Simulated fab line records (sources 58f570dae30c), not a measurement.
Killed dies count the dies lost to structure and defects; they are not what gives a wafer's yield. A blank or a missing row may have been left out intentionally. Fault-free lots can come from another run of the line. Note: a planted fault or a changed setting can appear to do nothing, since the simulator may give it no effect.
Check of tool commonality || flow berkeley-cmos170 || Sampled: 14 lots, 42 wafers

THE REASON FOR OPENING IT
UCB170_SCREENOX_THK_MEAS_02, reading SCREENOX_OXIDE_THK: flagged on 2 of 14 lots. No-fault wafers: 14.35 nm, standard deviation 0.24.
Rule: a lot is flagged in two cases, either no wafer of it has a number, or all its wafers with numbers fall more than 4 standard deviations from that mean. The other lots count as sound.

{"lot": "L831", "measured": "day 6 22:03", "on": "film-metro-02", "SCREENOX_OXIDE_THK (nm), wafer by wafer": "14.19 14.22 14.50", "flag": ""}
{"lot": "L837", "measured": "day 7 14:15", "on": "film-metro-04", "SCREENOX_OXIDE_THK (nm), wafer by wafer": "14.30 14.15 14.23", "flag": ""}
{"lot": "L838", "measured": "day 7 17:13", "on": "film-metro-04", "SCREENOX_OXIDE_THK (nm), wafer by wafer": "22.47 22.31 22.41", "flag": "FLAGGED"}
{"lot": "L841", "measured": "day 8 12:46", "on": "film-metro-03", "SCREENOX_OXIDE_THK (nm), wafer by wafer": "14.70 14.36 14.78", "flag": ""}
{"lot": "L840", "measured": "day 8 15:25", "on": "film-metro-04", "SCREENOX_OXIDE_THK (nm), wafer by wafer": "22.74 23.29 22.83", "flag": "FLAGGED"}
{"lot": "L843", "measured": "day 9 01:17", "on": "film-metro-03", "SCREENOX_OXIDE_THK (nm), wafer by wafer": "14.64 14.40 14.36", "flag": ""}
{"lot": "L844", "measured": "day 9 01:17", "on": "film-metro-02", "SCREENOX_OXIDE_THK (nm), wafer by wafer": "14.46 14.17 14.32", "flag": ""}
{"lot": "L845", "measured": "day 9 01:17", "on": "film-metro-04", "SCREENOX_OXIDE_THK (nm), wafer by wafer": "14.17 14.02 14.44", "flag": ""}
{"lot": "L847", "measured": "day 9 23:40", "on": "film-metro-02", "SCREENOX_OXIDE_THK (nm), wafer by wafer": "14.31 14.47 14.46", "flag": ""}
{"lot": "L850", "measured": "day 9 23:40", "on": "film-metro-03", "SCREENOX_OXIDE_THK (nm), wafer by wafer": "14.11 13.98 14.28", "flag": ""}
{"lot": "L848", "measured": "day 9 23:42", "on": "film-metro-04", "SCREENOX_OXIDE_THK (nm), wafer by wafer": "14.52 14.48 14.59", "flag": ""}
{"lot": "L846", "measured": "day 9 23:44", "on": "film-metro-03", "SCREENOX_OXIDE_THK (nm), wafer by wafer": "14.36 14.17 13.93", "flag": ""}
{"lot": "L849", "measured": "day 9 23:44", "on": "film-metro-02", "SCREENOX_OXIDE_THK (nm), wafer by wafer": "14.08 14.32 14.24", "flag": ""}
{"lot": "L853", "measured": "day 11 09:41", "on": "film-metro-02", "SCREENOX_OXIDE_THK (nm), wafer by wafer": "14.89 14.71 14.66", "flag": ""}
Average over the flagged lots: 22.67 nm; offset from the usual +8.32 nm, equal to +35 standard deviations.

EACH LOT AND THE TOOL IT RAN ON
The record keeps 1 process step preceding the reading, out of 331 steps on the route. In each cell: the tool, then ch and the chambers that the sampled wafers went through, then the start.
{"lot": "L831", "flag": "", "UCB170_SCREENOX_OXIDATION_01": "furnace-01 ch 0, day 6 20:22"}
{"lot": "L837", "flag": "", "UCB170_SCREENOX_OXIDATION_01": "furnace-01 ch 0, day 7 12:32"}
{"lot": "L838", "flag": "FLAGGED", "UCB170_SCREENOX_OXIDATION_01": "furnace-01 ch 0, day 7 12:32"}
{"lot": "L841", "flag": "", "UCB170_SCREENOX_OXIDATION_01": "furnace-02 ch 0, day 8 11:04"}
{"lot": "L840", "flag": "FLAGGED", "UCB170_SCREENOX_OXIDATION_01": "furnace-02 ch 0, day 8 11:04 and furnace-01 ch 0, day 8 13:44"}
{"lot": "L843", "flag": "", "UCB170_SCREENOX_OXIDATION_01": "furnace-02 ch 0, day 8 23:37"}
{"lot": "L844", "flag": "", "UCB170_SCREENOX_OXIDATION_01": "furnace-02 ch 0, day 8 23:37"}
{"lot": "L845", "flag": "", "UCB170_SCREENOX_OXIDATION_01": "furnace-02 ch 0, day 8 23:37"}
{"lot": "L847", "flag": "", "UCB170_SCREENOX_OXIDATION_01": "furnace-04 ch 0, day 9 21:59"}
{"lot": "L850", "flag": "", "UCB170_SCREENOX_OXIDATION_01": "furnace-04 ch 0, day 9 21:59"}
{"lot": "L848", "flag": "", "UCB170_SCREENOX_OXIDATION_01": "furnace-04 ch 0, day 9 21:59"}
{"lot": "L846", "flag": "", "UCB170_SCREENOX_OXIDATION_01": "furnace-04 ch 0, day 9 21:59"}
{"lot": "L849", "flag": "", "UCB170_SCREENOX_OXIDATION_01": "furnace-04 ch 0, day 9 21:59"}
{"lot": "L853", "flag": "", "UCB170_SCREENOX_OXIDATION_01": "furnace-02 ch 0, day 11 07:58"}
What these steps do:
- UCB170_SCREENOX_OXIDATION_01: target thk 14.4 nm, ox time 2400 s.
- UCB170_SCREENOX_THK_MEAS_02

FLAGGED AGAINST TOTAL, ONE TOOL AT A TIME (gauges that did the reading follow at the end)
{"step": "UCB170_SCREENOX_OXIDATION_01", "tool": "furnace-01", "lots run": 4, "flagged": 2, "share of the flagged lots": "all", "sound lots run after its first flagged lot": 0}
{"step": "UCB170_SCREENOX_OXIDATION_01", "tool": "furnace-02", "lots run": 6, "flagged": 1, "share of the flagged lots": "some", "sound lots run after its first flagged lot": "4 (L843,L844,L845,L853)"}
{"step": "UCB170_SCREENOX_OXIDATION_01", "tool": "furnace-04", "lots run": 5, "flagged": 0, "share of the flagged lots": "none", "sound lots run after its first flagged lot": "-"}
{"step": "UCB170_SCREENOX_THK_MEAS_02", "tool": "film-metro-02", "lots run": 5, "flagged": 0, "share of the flagged lots": "none", "sound lots run after its first flagged lot": "-"}
{"step": "UCB170_SCREENOX_THK_MEAS_02", "tool": "film-metro-03", "lots run": 4, "flagged": 0, "share of the flagged lots": "none", "sound lots run after its first flagged lot": "-"}
{"step": "UCB170_SCREENOX_THK_MEAS_02", "tool": "film-metro-04", "lots run": 5, "flagged": 2, "share of the flagged lots": "all", "sound lots run after its first flagged lot": "2 (L845,L848)"}

THE TABLE: WHAT IT ALLOWS
In 2 table rows, all flagged lots were run: furnace-01 (UCB170_SCREENOX_OXIDATION_01), film-metro-04 (UCB170_SCREENOX_THK_MEAS_02).
- furnace-01 at UCB170_SCREENOX_OXIDATION_01: 2 of its 4 lots flagged. Last sound lot L837 at day 7 12:32, first flagged lot L838 at day 7 12:32; a fault beginning in between fits.
- film-metro-04 at UCB170_SCREENOX_THK_MEAS_02: 2 of its 5 lots flagged. Lots that were sound ran on it after the first flagged one (L845, L848); a persistent fault on the entire tool would not allow that.
What remains is a single tool, furnace-01 at UCB170_SCREENOX_OXIDATION_01.

WHAT THE SIMULATOR HAD PUT IN
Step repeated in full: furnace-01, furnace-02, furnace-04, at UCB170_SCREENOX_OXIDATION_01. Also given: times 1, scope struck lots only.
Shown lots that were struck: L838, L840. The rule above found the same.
